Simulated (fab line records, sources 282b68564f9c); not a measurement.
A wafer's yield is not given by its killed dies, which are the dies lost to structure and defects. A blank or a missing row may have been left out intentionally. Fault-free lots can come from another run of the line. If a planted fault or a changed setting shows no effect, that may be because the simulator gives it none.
fab line records | flow rit-cmos
record lots=5 | wafers=27
route steps=202 shown ACTIVE@14 CONTACT@168 M1@200
start-h: hours from the record's first day to the start of the lot's first wafer shown | wait-h: time in hours since the lot's previous step | " as in the row above | L1.1+2: a single row standing in for several wafers | - value missing, or start not given | * or withheld: withheld | < > ~ a bound
route shown NAME@n: a module of which the file shows steps, and the number in the route of the first | usual: mean and standard deviation over wafers with no fault | same: alike in all rows | chamber/n: place in a boat | sites: each site's reading | _std_site: the values' standard deviation | _edge_site: mean of outer sites minus mean of inner sites | radius-mm: how far each site lies from the wafer's centre | mask NAME#n: copy n | behind: the most recent tool/chamber to have shaped the wafer | hold: reason for holding the lot/hours on hold/outcome of the hold | device: names the non-switching transistor (n, p or np) | end of line: the tests these same wafers got at the end of their route | for a step that has no rows: nothing shown but its recipe | killed: count of dies lost to structure and defects at first sort (not the wafer's yield) | map: per-die view of a wafer (x killed, . not killed, _ where there is no die)
set.NAME: the setting that was run; set.NAME@STEP: the one run at that earlier step | model.NAME: the simulator's own value behind a step, which no gauge read
lots with deliberately changed settings; one table per step, one row per wafer
## steps
# step RIT_ACTIVE_ETCH_13
# recipe stop-on=SiO2 | chemistry=SF6 | target=Si3N4 | time-s=210 | over-etch-frac=0.4 | SF6_flow_sccm=200 | pressure-mtorr=260 | rf-w=125 | target-depth-a=2100
# usual oes-product-au=0.821/0.01
lot.wafer | tool        | chamber | start-h | wait-h | set.target-depth-a | oes-product-au | model.NOVOLAK_of_ACTIVE_COAT_06.thk-nm | model.etch.depth-nm | model.ACTIVE.feature-depth-nm
L075.1    | rie-diel-03 | 1       | 20.42   | 0.1    | 2100               | 0.832          | 659.3                                  | 151.1               | 151.9
L075.2    | "           | 0       | "       | "      | 3276               | 0.661          | 526.3                                  | 150.3               | 197.3
L075.3    | "           | 2       | "       | "      | 2100               | 0.815          | 651.8                                  | 150.9               | 151.1
L075.4    | "           | 3       | "       | "      | 3276               | 0.659          | 527.5                                  | 150.5               | 198.2
L075.5    | "           | 2       | "       | "      | 3276               | 0.662          | 518.6                                  | 152.2               | 199.8
L075.6    | "           | 3       | "       | "      | 2100               | 0.814          | 650.2                                  | 151.6               | 151.6
L076.1    | rie-diel-03 | 3       | 24.93   | 0.1    | 920.6              | 1.000          | 784.5                                  | 92.55               | 92.55
L076.2    | "           | 2       | "       | "      | 2100               | 0.820          | 645                                    | 152                 | 152.2
L076.3    | "           | 1       | "       | "      | 920.6              | 1.010          | 784.4                                  | 91.86               | 91.86
L076.4    | "           | 0       | "       | "      | 2100               | 0.817          | 648.6                                  | 151.7               | 153.4
L076.5    | "           | 1       | "       | "      | 2100               | 0.836          | 656.8                                  | 151.6               | 152.4
L076.6    | "           | 2       | "       | "      | 920.6              | 1.005          | 780.5                                  | 95.25               | 95.25
L080.1    | rie-diel-01 | 2       | 46.86   | 0.1    | 1433               | 0.990          | 734.2                                  | 137.3               | 137.3
L080.2    | "           | 1       | "       | "      | 1433               | 1.000          | 724.9                                  | 145.7               | 145.7
L080.3    | "           | 0       | "       | "      | 2100               | 0.797          | 649.6                                  | 146.8               | 146.8
L080.4    | "           | 3       | "       | "      | 1433               | 0.998          | 724.4                                  | 146.8               | 146.8
L080.5    | "           | 0       | "       | "      | 2100               | 0.803          | 652.8                                  | 147                 | 147
L080.6    | "           | 3       | "       | "      | 2100               | 0.809          | 647.7                                  | 147                 | 148.5
L083.2    | rie-diel-02 | 3       | 59.71   | 0.1    | 2100               | 0.839          | 656.4                                  | 152.5               | 152.5
L083.4    | "           | 1       | "       | "      | 2100               | 0.834          | 671.8                                  | 149.9               | 149.9
L083.5    | "           | 2       | "       | "      | 2100               | 0.832          | 660.3                                  | 151.6               | 151.6
L084.1    | rie-diel-02 | 0       | 66.67   | 0.1    | 2100               | 0.822          | 657.9                                  | 149.4               | 149.6
L084.2    | "           | 1       | "       | "      | 857.5              | 0.964          | 796                                    | 79.82               | 79.82
L084.3    | "           | 2       | "       | "      | 857.5              | 1.015          | 789.6                                  | 85.54               | 85.54
L084.4    | "           | 3       | "       | "      | 2100               | 0.822          | 655.5                                  | 149                 | 149
L084.5    | "           | 0       | "       | "      | 857.5              | 1.000          | 789.4                                  | 85.01               | 85.01
L084.6    | "           | 1       | "       | "      | 2100               | 0.824          | 671.5                                  | 150                 | 150
# step RIT_CONTACT_CVD_00
# recipe material=SiO2 | target-thk-nm=400 | precursor=TEOS | temp-c=390 | time-s=61 | rf-w=400
lot.wafer | tool     | chamber | start-h | wait-h | set.time-s | model.SiO2_of_CONTACT_CVD_00.thk-nm
L075.1    | pecvd-01 | 1       | 62.97   | 0.1    | 87.89      | 581.2
L075.2    | "        | 0       | "       | "      | 87.89      | 575.6
L075.3    | "        | 2       | "       | "      | 61         | 400.7
L075.4    | "        | 0       | "       | "      | 61         | 405.8
L075.5    | "        | 1       | "       | "      | 61         | 414.4
L075.6    | "        | 2       | "       | "      | 87.89      | 585.4
L076.1    | pecvd-04 | 0       | 66.69   | 0.1    | 44.21      | 280.4
L076.2    | "        | 2       | "       | "      | 44.21      | 288.3
L076.3    | "        | 1       | "       | "      | 61         | 393.3
L076.4    | "        | 1       | "       | "      | 61         | 400.9
L076.5    | "        | 2       | "       | "      | 44.21      | 295.4
L076.6    | "        | 0       | "       | "      | 61         | 396.8
L080.1    | pecvd-03 | 2       | 88.61   | 0.1    | 61         | 394
L080.2    | "        | 0       | "       | "      | 49.56      | 318
L080.3    | "        | 1       | "       | "      | 49.56      | 323.3
L080.4    | "        | 2       | "       | "      | 61         | 397.3
L080.5    | "        | 1       | "       | "      | 61         | 408.2
L080.6    | "        | 0       | "       | "      | 49.56      | 326.2
L083.2    | pecvd-03 | 1       | 103.44  | 0.0    | 61         | 393.9
L083.4    | "        | 0       | "       | "      | 61         | 398.2
L083.5    | "        | 1       | "       | "      | 61         | 401.2
L084.1    | pecvd-01 | 1       | 107.40  | 0.1    | 61         | 402.7
L084.2    | "        | 2       | "       | "      | 79.33      | 515
L084.3    | "        | 0       | "       | "      | 61         | 393.4
L084.4    | "        | 1       | "       | "      | 61         | 406.6
L084.5    | "        | 2       | "       | "      | 79.33      | 522.8
L084.6    | "        | 0       | "       | "      | 79.33      | 520.6
# step RIT_CONTACT_THK_MEAS_01
# recipe reads=SiO2_of_CONTACT_CVD_00
# usual CONTACT_TEOS_THK=400/5.8
lot.wafer | tool          | chamber | start-h | wait-h | set.time-s@CONTACT_CVD_00 | CONTACT_TEOS_THK[nm]
L075.1    | film-metro-02 | -       | 63.02   | 0.0    | 87.89                     | 581
L075.2    | "             | -       | "       | "      | 87.89                     | 576
L075.3    | "             | -       | "       | "      | 61                        | 401
L075.4    | "             | -       | "       | "      | 61                        | 406
L075.5    | "             | -       | "       | "      | 61                        | 414
L075.6    | "             | -       | "       | "      | 87.89                     | 585
L076.1    | film-metro-04 | -       | 66.74   | 0.0    | 44.21                     | 280
L076.2    | "             | -       | "       | "      | 44.21                     | 288
L076.3    | "             | -       | "       | "      | 61                        | 394
L076.4    | "             | -       | "       | "      | 61                        | 401
L076.5    | "             | -       | "       | "      | 44.21                     | 296
L076.6    | "             | -       | "       | "      | 61                        | 397
L080.1    | film-metro-02 | -       | 88.66   | 0.0    | 61                        | 394
L080.2    | "             | -       | "       | "      | 49.56                     | 318
L080.3    | "             | -       | "       | "      | 49.56                     | 323
L080.4    | "             | -       | "       | "      | 61                        | 397
L080.5    | "             | -       | "       | "      | 61                        | 408
L080.6    | "             | -       | "       | "      | 49.56                     | 326
L083.2    | film-metro-02 | -       | 103.50  | 0.0    | 61                        | 394
L083.4    | "             | -       | "       | "      | 61                        | 398
L083.5    | "             | -       | "       | "      | 61                        | 401
L084.1    | film-metro-01 | -       | 107.45  | 0.0    | 61                        | 403
L084.2    | "             | -       | "       | "      | 79.33                     | 515
L084.3    | "             | -       | "       | "      | 61                        | 393
L084.4    | "             | -       | "       | "      | 61                        | 407
L084.5    | "             | -       | "       | "      | 79.33                     | 523
L084.6    | "             | -       | "       | "      | 79.33                     | 520
# step RIT_CONTACT_HMDS_02
# recipe prime-time-s=60 | prime-temp-c=140
# step RIT_CONTACT_COAT_03
# recipe resist=NOVOLAK | spin-rpm=3250 | resist-thk-nm=1000
# step RIT_CONTACT_HARDBAKE_10
# recipe resist=NOVOLAK | temp-c=140 | time-s=60
# step RIT_CONTACT_ETCH_11
# recipe target-depth-a=4800 | over-etch-frac=0.2 | stop-on=TiSi2 | chemistry=CHF3/CF4/Ar | target=SiO2 | CHF3_flow_sccm=50 | cf4-flow-sccm=10 | Ar_flow_sccm=100 | O2_flow_sccm=5 | pressure-mtorr=100 | rf-w=200 | time-s=320
lot.wafer | tool        | chamber | start-h | wait-h | set.time-s@CONTACT_CVD_00 | model.etch.depth-nm | model.CONTACT.feature-depth-nm
L075.1    | rie-diel-03 | 3       | 64.36   | 0.1    | 87.89                     | 486.3               | 486.3
L075.2    | "           | 1       | "       | "      | 87.89                     | 477.5               | 477.5
L075.3    | "           | 0       | "       | "      | 61                        | 400.7               | 400.7
L075.4    | "           | 2       | "       | "      | 61                        | 405.8               | 405.8
L075.5    | "           | 2       | "       | "      | 61                        | 414.4               | 414.4
L075.6    | "           | 3       | "       | "      | 87.89                     | 485.7               | 485.7
L076.1    | rie-diel-04 | 3       | 68.27   | 0.1    | 44.21                     | 280.4               | 280.4
L076.2    | "           | 1       | "       | "      | 44.21                     | 288.3               | 288.3
L076.3    | "           | 0       | "       | "      | 61                        | 393.3               | 393.3
L076.4    | "           | 2       | "       | "      | 61                        | 400.9               | 400.9
L076.5    | "           | 0       | "       | "      | 44.21                     | 295.4               | 295.4
L076.6    | "           | 3       | "       | "      | 61                        | 396.8               | 396.8
L080.1    | rie-diel-03 | 0       | 89.99   | 0.1    | 61                        | 394                 | 394
L080.2    | "           | 2       | "       | "      | 49.56                     | 318                 | 318
L080.3    | "           | 3       | "       | "      | 49.56                     | 323.3               | 323.3
L080.4    | "           | 1       | "       | "      | 61                        | 397.3               | 397.3
L080.5    | "           | 1       | "       | "      | 61                        | 408.2               | 408.2
L080.6    | "           | 2       | "       | "      | 49.56                     | 326.2               | 326.2
L083.2    | rie-diel-03 | 2       | 104.98  | 0.1    | 61                        | 393.9               | 393.9
L083.4    | "           | 3       | "       | "      | 61                        | 398.2               | 398.2
L083.5    | "           | 0       | "       | "      | 61                        | 401.2               | 401.2
L084.1    | rie-diel-03 | 3       | 108.91  | 0.1    | 61                        | 402.7               | 402.7
L084.2    | "           | 2       | "       | "      | 79.33                     | 502.5               | 502.5
L084.3    | "           | 0       | "       | "      | 61                        | 393.4               | 393.4
L084.4    | "           | 1       | "       | "      | 61                        | 406.6               | 406.6
L084.5    | "           | 2       | "       | "      | 79.33                     | 506.5               | 506.5
L084.6    | "           | 1       | "       | "      | 79.33                     | 476.6               | 476.6
# step RIT_M1_ANNEAL_15
# recipe temp-c=450 | time-s=1800 | ambient=forming_gas_H2N2
lot.wafer        | tool       | chamber | start-h | wait-h | set.time-s
L075.1+2+3+4+5+6 | -          | -       | -       | 0.1    | 2864
L076.1+2+3+4+5+6 | -          | -       | -       | 0.1    | 1800
L080.1+2+3+4+5+6 | -          | -       | -       | 0.9    | 1207
L083.2+4+5       | furnace-02 | 0       | 108.40  | 0.1    | 1800
L084.1+2+3+4+5+6 | -          | -       | -       | 0.1    | 2536
# step RIT_M1_PROBE_99
lot.wafer  | tool      | chamber | start-h | wait-h | set.time-s@CONTACT_CVD_00 | model.etest.field-p-metal.vt-v
L075.1+2+6 | prober-01 | -       | 69.66   | 0.1    | 87.89                     | -
L075.3     | prober-01 | -       | 69.76   | 0.2    | 61                        | -30.04
L076.1     | prober-02 | -       | 73.42   | 0.1    | 44.21                     | -
L076.2     | prober-02 | -       | 73.47   | 0.1    | 44.21                     | -24.35
L076.3+6   | prober-02 | -       | 73.52   | 0.2    | 61                        | -
L076.4     | prober-02 | -       | 73.57   | 0.2    | 61                        | -29.02
L076.5     | prober-02 | -       | 73.62   | 0.2    | 44.21                     | -24.44
L080.3     | prober-02 | -       | 96.38   | 0.2    | 49.56                     | -25.3
L080.5     | prober-02 | -       | 96.48   | 0.2    | 61                        | -29.42
L080.6     | prober-02 | -       | 96.53   | 0.2    | 49.56                     | -25.38
L083.2     | prober-01 | -       | 110.07  | 0.1    | 61                        | -29.38
L083.4     | prober-01 | -       | 110.17  | 0.2    | 61                        | -28.96
L083.5     | prober-01 | -       | 110.22  | 0.2    | 61                        | -29.91
L084.1     | prober-02 | -       | 113.96  | 0.1    | 61                        | -29.36
L084.2+5+6 | prober-02 | -       | 114.01  | 0.1    | 79.33                     | -
L084.3     | prober-02 | -       | 114.06  | 0.2    | 61                        | -
L084.4     | prober-02 | -       | 114.11  | 0.2    | 61                        | -29.58
# killed by level:class
L083.2 GATE:geometric-particle:short=2 GATE:geometric-particle:open=2 FOX1:geometric-particle:open=1 FOX1:geometric-particle:short=1 FOX2:geometric-particle:open=1 SPACER:geometric-particle:short=1 SPACER:geometric-particle:open=1
L083.4 GATE:geometric-particle:short=2 SPACER:geometric-particle:short=2 SPACER:geometric-particle:open=2
L083.5 GATE:geometric-particle:open=4 SPACER:geometric-particle:short=2 REOX:geometric-particle:open=1 SPACER:geometric-particle:open=1 SILICIDE:geometric-particle:open=1
## key
split step=RIT_ACTIVE_ETCH_13 | setting=target-depth-a | stated=2100 | by=wafer
response step=RIT_ACTIVE_ETCH_13 | reading=oes-product-au | change=-0.00327 | per=1% | r=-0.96
response step=RIT_ACTIVE_ETCH_13 | reading=model.NOVOLAK_of_ACTIVE_COAT_06.thk-nm | change=-2.3 | per=1% | r=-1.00
response step=RIT_ACTIVE_ETCH_13 | reading=model.etch.depth-nm | shape=bent | at-lowest=83.45 | at-stated=150.1 | at-highest=151
response step=RIT_ACTIVE_ETCH_13 | reading=model.ACTIVE.feature-depth-nm | change=+0.927 | per=1% | r=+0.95
split step=RIT_CONTACT_CVD_00 | setting=time-s | stated=61 | by=wafer
response step=RIT_CONTACT_CVD_00 | reading=model.SiO2_of_CONTACT_CVD_00.thk-nm | change=+3.96 | per=1% | r=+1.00
response step=RIT_CONTACT_THK_MEAS_01 | reading=CONTACT_TEOS_THK | change=+3.96 | per=1% | r=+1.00
response step=RIT_CONTACT_ETCH_11 | reading=model.etch.depth-nm | change=+2.69 | per=1% | r=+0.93
response step=RIT_CONTACT_ETCH_11 | reading=model.CONTACT.feature-depth-nm | change=+2.69 | per=1% | r=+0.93
response step=RIT_M1_PROBE_99 | reading=model.etest.field-p-metal.vt-v | change=-0.184 | per=1% | r=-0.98
split step=RIT_M1_ANNEAL_15 | setting=time-s | stated=1800 | by=lot
response none clear
